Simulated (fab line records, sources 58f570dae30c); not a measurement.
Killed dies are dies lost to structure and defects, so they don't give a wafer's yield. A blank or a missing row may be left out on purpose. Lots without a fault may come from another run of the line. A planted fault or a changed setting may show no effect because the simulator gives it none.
Split-lot experiment | flow berkeley_cmos170 | 5 lots, 23 wafers read, on a route of 331 steps

THE SPLIT
At UCB170_V1_CVD_00 (deposits SiO2 from TEOS/O2, target thk 2000 nm, time 250 s), the setting time_s was moved away from the recipe's 250 s on 6 of the 23 wafers read, by -6.8% to +13.7%. The other wafers ran this setting at the recipe's value.

The file shows no step between the split and the reading.

THE READING
V1_TEOS_THK, in nm, at UCB170_V1_THK_MEAS_01. Fault-free wafers of this fab line usually give 2007 nm, standard deviation 25 nm.

wafer  | tool, chamber at the split | time_s as run, s | against the recipe | V1_TEOS_THK, nm | against lot-mates on the recipe
L075.1 | pecvd-04, 2                | 250              | recipe             | 1998            | -
L075.3 | pecvd-04, 0                | 250              | recipe             | 1970            | -
L075.6 | pecvd-04, 0                | 250              | recipe             | 2027            | -
L077.1 | pecvd-04, 1                | 271.3            | +8.5%              | 2182            | +179
L077.2 | pecvd-04, 2                | 250              | recipe             | 1977            | -
L077.4 | pecvd-04, 0                | 271.3            | +8.5%              | 2194            | +191
L077.5 | pecvd-04, 1                | 250              | recipe             | 2016            | -
L077.6 | pecvd-04, 2                | 250              | recipe             | 2016            | -
L082.1 | pecvd-04, 2                | 250              | recipe             | 1999            | -
L082.2 | pecvd-04, 0                | 284.3            | +13.7%             | 2236            | +238
L082.3 | pecvd-04, 1                | 250              | recipe             | 1993            | -
L082.5 | pecvd-04, 2                | 284.3            | +13.7%             | 2295            | +297
L082.6 | pecvd-04, 0                | 250              | recipe             | 2003            | -
L080.1 | pecvd-01, 1                | 250              | recipe             | 1970            | -
L080.3 | pecvd-01, 0                | 250              | recipe             | 1998            | -
L080.4 | pecvd-01, 0,1              | 250              | recipe             | 2026            | -
L080.5 | pecvd-01, 0,1              | 250              | recipe             | 2025            | -
L080.6 | pecvd-01, 2                | 250              | recipe             | 2011            | -
L084.1 | pecvd-04, 0,2              | 250              | recipe             | 1974            | -
L084.2 | pecvd-04, 0,2              | 250              | recipe             | 1973            | -
L084.4 | pecvd-04, 2                | 250              | recipe             | 1992            | -
L084.5 | pecvd-04, 0                | 233              | -6.8%              | 1872            | -108
L084.6 | pecvd-04, 1                | 233              | -6.8%              | 1861            | -119
Where a row lists several chambers, the file gives one row for several wafers and doesn't say which wafer went through which chamber.

THE FIT
A straight line over all 23 wafers: V1_TEOS_THK changes by +20.1 nm for each +1% of time_s; r = +0.98; the points scatter about the line by 21 nm.
The same after taking each lot's own level away (the mean of its wafers on the recipe; 23 wafers): +19.4 nm for each +1%; r = +0.98; scatter 20 nm.
On that fit, the largest move of time_s shifts the reading by 2.7e+02 nm.
The lots' own levels span 1979.7 to 2006.0 nm, that is 1.1 times the standard deviation above.
So the lot-to-lot level changes the slope little: the two slopes agree.
Check: with one of the wafers moved furthest among these (+13.7%) left out of the fit, the line predicts +284 nm for it against its lot-mates. It came out at +238 nm against them.

OTHER SPLITS ON THESE WAFERS
These wafers also went through other splits before the reading. Each is held against what the fit with the lots' levels taken away leaves over:
other split on the same wafers       | wafers away from the commonest value | r with V1_TEOS_THK (lot level and that fit taken away)
UCB170_GATE_EXPOSE_09 dose_mj        | 10                                   | -0.18
UCB170_NLDD_IMPLANT_09 energy_kev    | 9                                    | -0.01
UCB170_NSD_IMPLANT_08 energy_kev     | 10                                   | +0.42
UCB170_SILICIDE_SPUTTER_01 time_s    | 7                                    | -0.14
UCB170_CONTACT_COAT_04 resist_thk_nm | 12                                   | -0.30
UCB170_M1_COAT_04 spin_rpm           | 7                                    | +0.24

THE WHOLE CHAIN: every reading that the file lists as answering this split, in the file's order
step                  | what it does                                               | reading                                                                   | change (the file's fit)              | r (the file's)
UCB170_V1_CVD_00      | deposits SiO2 from TEOS/O2, target thk 2000 nm, time 250 s | SiO2_of_V1_CVD_00.thk_nm (the simulator's own value, which no gauge read) | +19.5 nm for each +1% of the setting | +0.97
UCB170_V1_THK_MEAS_01 |                                                            | V1_TEOS_THK                                                               | +19.6 for each +1% of the setting    | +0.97

THE FILE'S OWN FIT
V1_TEOS_THK changes by +19.6 nm for each +1% of time_s, r = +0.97.
